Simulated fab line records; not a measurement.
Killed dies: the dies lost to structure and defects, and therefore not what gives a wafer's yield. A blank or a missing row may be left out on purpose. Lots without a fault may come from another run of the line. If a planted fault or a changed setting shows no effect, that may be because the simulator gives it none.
The tool behind it: which one?	flow rit-cmos	21 wafers from 7 lots sampled at 3 of the route's 202 steps

== WHAT THE GAUGES SHOWED, per wafer ==
RIT_NRETRO_TW_MEAS_10.
lot	measured	on	NRETRO_TW
L956	day 2 16:23	film-metro-01	1042 1040 1041
L958	day 3 00:57	film-metro-03	1053 1059 1056
L960	day 3 07:12	film-metro-03	1052 1053 1053
L963	day 4 00:20	film-metro-01	1039 1040 1034
L972	day 5 22:59	film-metro-02	1014 1020 1012
L975	day 6 17:43	film-metro-02	1063 1064 1066
L978	day 7 03:53	film-metro-01	1041 1039 1046

== EACH LOT AND THE TOOL THAT RAN IT (in order: tool; ch and the chambers of the sampled wafers; start) ==
lot	RIT_NWELL_STRIP_09	RIT_NRETRO_IMPLANT_08
L956	plasma-asher-03 ch 0,1, day 2 06:34	implanter-04 ch 0, day 2 16:05
L958	plasma-asher-03 ch 0,1, day 2 15:36	implanter-03 ch 0, day 3 00:38
L960	plasma-asher-03 ch 0,1, day 2 22:20	implanter-01 ch 0, day 3 06:53
L963	plasma-asher-04 ch 0,1, day 3 15:02	implanter-01 ch 0, day 4 00:03
L972	plasma-asher-04 ch 0,1, day 5 11:46	implanter-03 ch 0, day 5 22:41
L975	plasma-asher-03 ch 0,1, day 6 06:43	implanter-04 ch 0, day 6 17:25
L978	plasma-asher-03 ch 0,1, day 6 17:07	implanter-01 ch 0, day 7 03:33
- RIT_NWELL_STRIP_09: strips in O2, time 180 s.
- RIT_NRETRO_IMPLANT_08

== THE ANSWER, worked out from the rows above alone ==
Rule: what is usual is taken from the lots themselves. Put in order of their means at a reading, lots are off if they are a third of the lots or fewer, leave a main group of 4 or more, and stand apart from it by a gap of 3 or more times the standard deviation of the main group's means; of several such gaps the widest counts. The tables above print the reading to a certain number of digits; a main group whose means all agree to those digits is not used. Also off: a lot with no number at a reading for which 4 or more lots have one. Any other lot the step has rows for is counted as sound.
Across all readings shown, no lot is off: no conclusion can be drawn from this.

== WHAT WAS PUT IN BY THE SIMULATOR ==
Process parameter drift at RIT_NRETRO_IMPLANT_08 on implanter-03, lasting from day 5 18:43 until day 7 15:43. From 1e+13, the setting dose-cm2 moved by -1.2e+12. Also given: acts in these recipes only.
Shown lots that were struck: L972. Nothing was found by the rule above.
